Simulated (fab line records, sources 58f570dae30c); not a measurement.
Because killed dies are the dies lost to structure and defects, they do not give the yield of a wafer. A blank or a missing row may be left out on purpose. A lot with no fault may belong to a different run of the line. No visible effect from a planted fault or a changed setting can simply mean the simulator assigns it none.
Which tool was responsible? :: flow berkeley_cmos170 :: 21 wafers from 7 lots sampled at 3 of the route's 331 steps

== WHAT THE GAUGES SHOWED, per wafer ==
UCB170_V1_THK_MEAS_04.
lot: L426
measured: day 7 09:35
on: film_metro-02
V1_POLISHED_THK (nm): 999.2 1000.1 999.6

lot: L428
measured: day 8 09:40
on: film_metro-02
V1_POLISHED_THK (nm): 998.9 999.5 999.5

lot: L430
measured: day 8 09:59
on: film_metro-04
V1_POLISHED_THK (nm): 1000.6 997.6 998.5

lot: L432
measured: day 9 04:59
on: film_metro-04
V1_POLISHED_THK (nm): 1002.7 999.3 998.7

lot: L434
measured: day 10 00:36
on: film_metro-02
V1_POLISHED_THK (nm): 1000.2 999.9 999.3

lot: L445
measured: day 11 18:20
on: film_metro-02
V1_POLISHED_THK (nm): 1248.6 1249.2 1248.9

lot: L448
measured: day 11 18:02
on: film_metro-03
V1_POLISHED_THK (nm): 1000.2 1001.2 1001.2

== WHAT TOOL EACH LOT RAN ON (gives the tool, then ch and the chambers of the sampled wafers, and finally the start) ==
lot: L426
UCB170_ZERO_STRIP_07: plasma_asher-02 ch 0,1, day 2 03:31
UCB170_V1_CMP_02: cmp-02 ch 0,1, day 7 09:09

lot: L428
UCB170_ZERO_STRIP_07: plasma_asher-03 ch 0,1, day 2 09:44
UCB170_V1_CMP_02: cmp-01 ch 0,1,3, day 8 09:14

lot: L430
UCB170_ZERO_STRIP_07: plasma_asher-01 ch 0,1, day 2 19:02
UCB170_V1_CMP_02: cmp-02 ch 0,1, day 8 09:35

lot: L432
UCB170_ZERO_STRIP_07: plasma_asher-01 ch 0,1, day 3 11:05
UCB170_V1_CMP_02: cmp-02 ch 1,2,3, day 9 04:38

lot: L434
UCB170_ZERO_STRIP_07: plasma_asher-03 ch 0,1, day 3 21:20
UCB170_V1_CMP_02: cmp-02 ch 0,1,3, day 10 00:19

lot: L445
UCB170_ZERO_STRIP_07: plasma_asher-02 ch 0,1, day 6 00:42
UCB170_V1_CMP_02: cmp-02 ch 0,3, day 11 17:55

lot: L448
UCB170_ZERO_STRIP_07: plasma_asher-01 ch 0,1, day 6 11:51
UCB170_V1_CMP_02: cmp-01 ch 1,3, day 11 17:37
- UCB170_ZERO_STRIP_07: strips in O2.
- UCB170_V1_CMP_02: polishes SiO2.

== THE ANSWER, worked out from the rows above alone ==
Rule: what is usual is taken from the lots themselves. The widest of any qualifying gaps counts: lots, ordered by their means at a reading, are off when they make up no more than a third of the lots, leave a main group of 4 or more, and stand apart from it by 3 or more times the standard deviation of that group's means. A main group is skipped when, at the precision printed for the reading in the tables above, its means are all equal. A lot without any number at a reading at which 4 lots or more have one is off too. All remaining lots with rows at the step are treated as sound.
Off: L445, seen at UCB170_V1_THK_MEAS_04 (V1_POLISHED_THK). Main group: mean 999.8 nm, sd 0.63.
If a tool, at a process step before that reading, ran all the lots that are off and no sound lot after the first of them, it fits. Gauges at UCB170_V1_THK_MEAS_04: tried the same way as those tools. Can't be told from this: 3 tools fit, plasma_asher-02 at UCB170_ZERO_STRIP_07, cmp-02 at UCB170_V1_CMP_02, film_metro-02 at UCB170_V1_THK_MEAS_04.

== WHAT HAD BEEN PUT IN BY THE SIMULATOR ==
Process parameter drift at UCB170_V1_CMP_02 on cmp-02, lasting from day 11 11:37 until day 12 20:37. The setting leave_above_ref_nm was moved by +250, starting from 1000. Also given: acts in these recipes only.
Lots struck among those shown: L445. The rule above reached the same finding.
